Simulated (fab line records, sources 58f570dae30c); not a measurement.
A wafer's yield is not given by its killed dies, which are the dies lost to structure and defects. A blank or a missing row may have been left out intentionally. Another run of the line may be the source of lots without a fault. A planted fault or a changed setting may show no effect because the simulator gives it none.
What tool caused it? -- flow berkeley-cmos170 -- 7 lots, 21 wafers sampled, at 5 steps of a route of 331

WHAT THE GAUGES SHOWED, per wafer
UCB170_V1_CD_MEAS_12: the cd target is 700 nm.
lot,measured,on,cd-nm (nm)
L723,day 8 09:14,cd-sem-01,701.8 702.7 701.5
L725,day 8 21:23,cd-sem-01,699.9 701.9 702.3
L727,day 8 21:41,cd-sem-02,700.1 700.5 701.0
L733,day 10 19:23,cd-sem-02,706.6 707.0 708.2 706.9 706.8 708.3
L738,day 10 22:50,cd-sem-01,701.6 700.2 700.0
L742,day 11 17:19,cd-sem-02,700.2 699.9 699.5
L741,day 11 20:02,cd-sem-02,698.1 699.7 698.9

WHAT TOOL EACH LOT RAN ON (gives the tool, then ch and the chambers of the sampled wafers, and finally the start)
lot,UCB170_CONTACT_STRIP_19,UCB170_M1_ETCH_11,UCB170_M1_STRIP_13,UCB170_V1_SOFTBAKE_08
L723,"plasma-asher-02 ch 0,1, day 8 01:01","rie-diel-01 ch 0,2, day 8 03:01","plasma-asher-01 ch 0,1, day 8 03:11","litho-track-03 ch 0, day 8 08:22"
L725,"plasma-asher-01 ch 0,1, day 8 12:16","rie-diel-01 ch 0,1,2, day 8 14:12","plasma-asher-04 ch 0,1, day 8 14:22","litho-track-02 ch 0, day 8 20:17"
L727,"plasma-asher-03 ch 0,1, day 8 13:53","rie-diel-03 ch 1,3, day 8 15:31","plasma-asher-03 ch 0,1, day 8 15:42","litho-track-03 ch 0, day 8 20:22"
L733,"plasma-asher-01 ch 0,1, day 10 09:16","rie-diel-03 ch 2,3, day 10 11:07","plasma-asher-01 ch 0,1, day 10 11:17","litho-track-04 ch 0, day 10 18:08"
L738,"plasma-asher-03 ch 0,1, day 10 16:34","rie-diel-01 ch 0,3, day 10 18:47","plasma-asher-01 ch 0,1, day 10 18:58","litho-track-03 ch 0, day 10 21:56"
L742,"plasma-asher-03 ch 0,1, day 11 09:47","rie-diel-03 ch 2,3, day 11 13:00","plasma-asher-03 ch 0, day 11 13:10","litho-track-03 ch 0, day 11 16:37"
L741,"plasma-asher-03 ch 0,1, day 11 12:00","rie-diel-02 ch 1,2,3, day 11 14:07","plasma-asher-03 ch 0,1, day 11 14:17","litho-track-02 ch 0, day 11 18:51"
- UCB170_CONTACT_STRIP_19: strips in O2.
- UCB170_M1_ETCH_11: etches BARC in N2/H2.
- UCB170_M1_STRIP_13: strips in O2.
- UCB170_V1_SOFTBAKE_08: time 60 s.

THE ANSWER, worked out from the rows above alone
Rule: the lots themselves supply what counts as usual. The widest of any qualifying gaps counts: lots, ordered by their means at a reading, are off when they make up no more than a third of the lots, leave a main group of 4 or more, and stand apart from it by 3 or more times the standard deviation of that group's means. If all means in a main group match to the digits the tables above print for the reading, that group is not used. A lot without any number at a reading at which 4 lots or more have one is off too. All remaining lots with rows at the step are treated as sound.
Off, at UCB170_V1_CD_MEAS_12 on cd-nm: L733. The main group: mean 700.5 nm, standard deviation 1.
If a tool, at a process step before that reading, ran all the lots that are off and no sound lot after the first of them, it fits. Those tools and the gauges at UCB170_V1_CD_MEAS_12 are tried in the same way. This does not decide it: 2 tools fit, namely plasma-asher-01 at UCB170_CONTACT_STRIP_19 and litho-track-04 at UCB170_V1_SOFTBAKE_08.

WHAT WAS PUT IN BY THE SIMULATOR
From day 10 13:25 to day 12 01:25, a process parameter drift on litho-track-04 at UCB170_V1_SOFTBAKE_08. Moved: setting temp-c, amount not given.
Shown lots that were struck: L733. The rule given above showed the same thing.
